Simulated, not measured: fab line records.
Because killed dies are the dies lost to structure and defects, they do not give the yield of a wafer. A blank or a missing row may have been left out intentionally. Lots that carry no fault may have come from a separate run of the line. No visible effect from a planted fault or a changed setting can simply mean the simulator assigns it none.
Chamber matching ; flow berkeley_cmos170 ; UCB170_V2_CVD_00 on pecvd-04: 3 sister chambers
The step deposits SiO2 from TEOS/O2, target thk 2000 nm, time 250 s. 6 wafers are shown with their chamber, then 7 later ones without.

## WAFERS WITH THEIR CHAMBER
wafer;chamber;heater_power_w (W)
L944.6;2;144
L949.1;0;244
L949.3;1;291
L949.4;2;142
L950.1;1;270
L950.2;0;222

## WAFERS WITHOUT THEIR CHAMBER
wafer;heater_power_w (W)
L950.5;269
L951.2;174
L951.3;318
L951.5;231
L964.1;195
L964.4;320
L964.5;272

## WHICH CHAMBER EACH ONE RAN IN
wafer;from the rows above;in truth
L950.5;can't be placed: 1 or 0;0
L951.2;2;2
L951.3;1;1
L951.5;0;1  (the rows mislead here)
L964.1;can't be placed: 0 or 2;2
L964.4;1;1
L964.5;1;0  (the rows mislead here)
Correctly placed: 3 of 7. Can't be placed from these rows: 2 (the true chamber is among the candidates in 2). Number placed wrongly: 2.
How it was worked out, from the rows above alone: a wafer's distance from a chamber is the root of the sum, over the readings, of the square of ((its reading less the chamber's mean) divided by the reading's scatter). The wafer belongs to the nearest chamber; if the next one is less than 2 further off, it can't be placed. For every chamber, the mean is computed from those of its wafers that are shown. The scatter: the root of (the sum of the squares of (reading less its chamber's mean) over the shown wafers, divided by (wafers less chambers)).
